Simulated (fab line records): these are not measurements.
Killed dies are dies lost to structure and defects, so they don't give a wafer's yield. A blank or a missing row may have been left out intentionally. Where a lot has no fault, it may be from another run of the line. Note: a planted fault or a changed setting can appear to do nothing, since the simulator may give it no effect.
The tool behind it: which one?    flow rit_cmos    14 lots with 42 wafers sampled at 2 steps, on a route of 202 steps

WHAT EACH GAUGE READ, for each wafer
Not one reading of a measure or inspect step in the record can be checked against a usual standard deviation.

WHAT TOOL EACH LOT RAN ON (gives the tool, then ch and the chambers of the sampled wafers, and finally the start)
lot   RIT_NRETRO_COAT_01                RIT_M1_PROBE_99
L305  litho_track-01 ch 0, day 2 10:14  -
L307  litho_track-02 ch 0, day 2 23:52  -
L309  litho_track-01 ch 0, day 3 11:14  -
L311  litho_track-02 ch 0, day 3 16:35  -
L313  litho_track-01 ch 0, day 4 01:13  -
L316  litho_track-02 ch 0, day 4 18:41  prober-02, day 6 01:29
L318  litho_track-03 ch 0, day 5 04:01  -
L319  litho_track-03 ch 0, day 5 09:08  -
L320  litho_track-02 ch 0, day 5 12:29  -
L322  litho_track-02 ch 0, day 5 23:13  -
L323  litho_track-02 ch 0, day 6 04:38  -
L324  litho_track-02 ch 0, day 6 10:28  -
L326  litho_track-03 ch 0, day 6 20:22  -
L327  litho_track-03 ch 0, day 7 01:25  -
- RIT_NRETRO_COAT_01: resist thk 1300 nm.
- RIT_M1_PROBE_99

AS READ BY THE TOOLS THEMSELVES (means over the sampled wafers that have a number; for cases with no such wafer, the mark the record gives instead)
RIT_NRETRO_COAT_01.
lot   tool            spin_speed_rpm (rpm)
L305  litho_track-01  2001.2
L307  litho_track-02  1998.7
L309  litho_track-01  2084.2
L311  litho_track-02  1999.8
L313  litho_track-01  2083.0
L316  litho_track-02  2000.7
L318  litho_track-03  2000.2
L319  litho_track-03  2001.1
L320  litho_track-02  2000.4
L322  litho_track-02  2001.0
L323  litho_track-02  2000.9
L324  litho_track-02  2000.8
L326  litho_track-03  1999.4
L327  litho_track-03  2002.3

RIT_M1_PROBE_99.
lot   tool       killed_at_M0_to_M3  killed_at_contacts  killed_at_front_end  killed_dies  killed_open  killed_short
L316  prober-02  0.0                 0.0                 7                    7            2.7          4.0

THE ANSWER, worked out from the rows above alone
Rule: the lots themselves supply what counts as usual. Put in order of their means at a reading, lots are off if they are a third of the lots or fewer, leave a main group of 4 or more, and stand apart from it by a gap of 3 or more times the standard deviation of the main group's means; of several such gaps the widest counts. A main group is skipped when, at the precision printed for the reading in the tables above, its means are all equal. Also off: a lot with no number at a reading for which 4 or more lots have one. All remaining lots with rows at the step are treated as sound. Order of review: gauges by route order, followed by the tools' own readings, for which a lot's mean as printed above is used. At the first step where some lot is off, the reading lying furthest off is the one used; lots without a number count as furthest.
Off: L309, L313, at RIT_NRETRO_COAT_01 (spin_speed_rpm). Mean 2000.5 rpm and standard deviation 0.9 in the main group.
A tool fits if, at that step or a process step before it, it ran every lot that is off, and no sound lot after the first of them. One fits: RIT_NRETRO_COAT_01 on litho_track-01. A fault onset in the window from L305 (day 2 10:14, its last sound lot) to L309 (day 3 11:14, its first lot off) fits.
The tool's own readings at RIT_NRETRO_COAT_01 bear it out: on the lots that are off they differ by more than 5 times the standard deviation of the sound lots' means. spin_speed_rpm reads 2083.6 rpm there against 2000.5 rpm on the sound lots.

WHAT THE SIMULATOR PUT IN
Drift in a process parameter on litho_track-01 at RIT_NRETRO_COAT_01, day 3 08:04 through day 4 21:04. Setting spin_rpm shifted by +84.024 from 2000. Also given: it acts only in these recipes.
Struck lots among those shown: L309, L313. The rule above reached the same finding.
